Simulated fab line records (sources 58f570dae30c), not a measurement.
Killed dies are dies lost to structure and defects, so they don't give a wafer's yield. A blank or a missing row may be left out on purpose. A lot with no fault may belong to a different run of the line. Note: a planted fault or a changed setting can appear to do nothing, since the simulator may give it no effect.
One fault through the eyes of 2 desks	flow berkeley-cmos170	every desk sees just its own numbers, and what lay behind them comes last

== METROLOGY DESK ==
What the gauges read for every lot (on any tool): the sampled wafers with a number, averaged. Any lot whose mean is over 4 standard deviations away from the usual mean is out of limits and marked OUT; that distance is given in the brackets.
Columns: A = NLDD_TW at UCB170_NLDD_TW_MEAS_11, usual 2206; B = SILICIDE_TI_RS at UCB170_SILICIDE_RS_MEAS_02, usual 26.14 ohm/sq; C = SILICIDE_TI_THK at UCB170_SILICIDE_THK_MEAS_03, usual 30.5 nm
lot	first seen here	A	B	C
L652	day 6 17:07	2234	26.20	30.2
L649	day 6 17:22	2194	26.54	29.8
L651	day 6 17:40	2180	26.21	30.1
L650	day 6 18:01	2189	26.44	30.4
L654	day 7 14:50	2199	25.92	30.5
L653	day 7 15:26	2204	26.20	30.3
L655	day 7 21:13	2197	25.46	31.6
L658	day 8 08:03	2244	25.80	31.2
L657	day 8 08:35	2202	26.07	30.4
L663	day 9 07:11	2226	21.15 (-18) OUT	36.3 (+14) OUT
L662	day 9 07:50	2185	26.29	30.7
L665	day 9 09:47	2204	21.33 (-17) OUT	35.9 (+13) OUT
L668	day 9 19:10	2203	26.14	30.4
L670	day 11 00:10	2213	26.11	30.6
This desk reports L663, L665 out of limits; the earliest was L663 at day 9 20:22 (SILICIDE_TI_RS at UCB170_SILICIDE_RS_MEAS_02). L652, L649, L651, L650, L654, L653, L655, L658, L657, L662, L668, L670 stayed within limits.

== TOOL OWNER'S DESK, pvd-sputter-04 ==
The tool's own readings at UCB170_SILICIDE_SPUTTER_01 (material Ti, target thk 30 nm, time 25 s): means of the sampled wafers that have a number, for each lot that ran on this tool. Any lot whose mean is over 4 standard deviations away from the usual mean is out of limits and marked OUT; that distance is given in the brackets.
Columns: A = throttle-valve-pct at UCB170_SILICIDE_SPUTTER_01, usual 29.8 %
lot	first seen here	A
L651	day 7 03:56	29.6
L655	day 8 06:13	29.7
L657	day 8 18:29	29.8
L663	day 9 20:20	29.6
L665	day 9 21:10	29.7
This desk's finding: nothing out of limits on any of the 5 lots.

== ALL TOGETHER ==
On L663, L665, the metrology desk was in a position to raise an alarm at day 9 20:22.
Nothing out of limits was seen by the tool owner's desk.
Tool owner's desk: L663, L665 on record, inside its limits.
The lots listed all ran UCB170_SILICIDE_SPUTTER_01 on pvd-sputter-04.

== WHAT THE SIMULATOR HAD PUT IN ==
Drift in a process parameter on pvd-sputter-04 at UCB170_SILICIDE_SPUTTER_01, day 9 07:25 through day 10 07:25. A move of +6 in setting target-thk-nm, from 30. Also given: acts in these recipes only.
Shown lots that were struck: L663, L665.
Time in hours between the start of the fault and the first out-of-limits reading at each desk: metrology desk, 13.
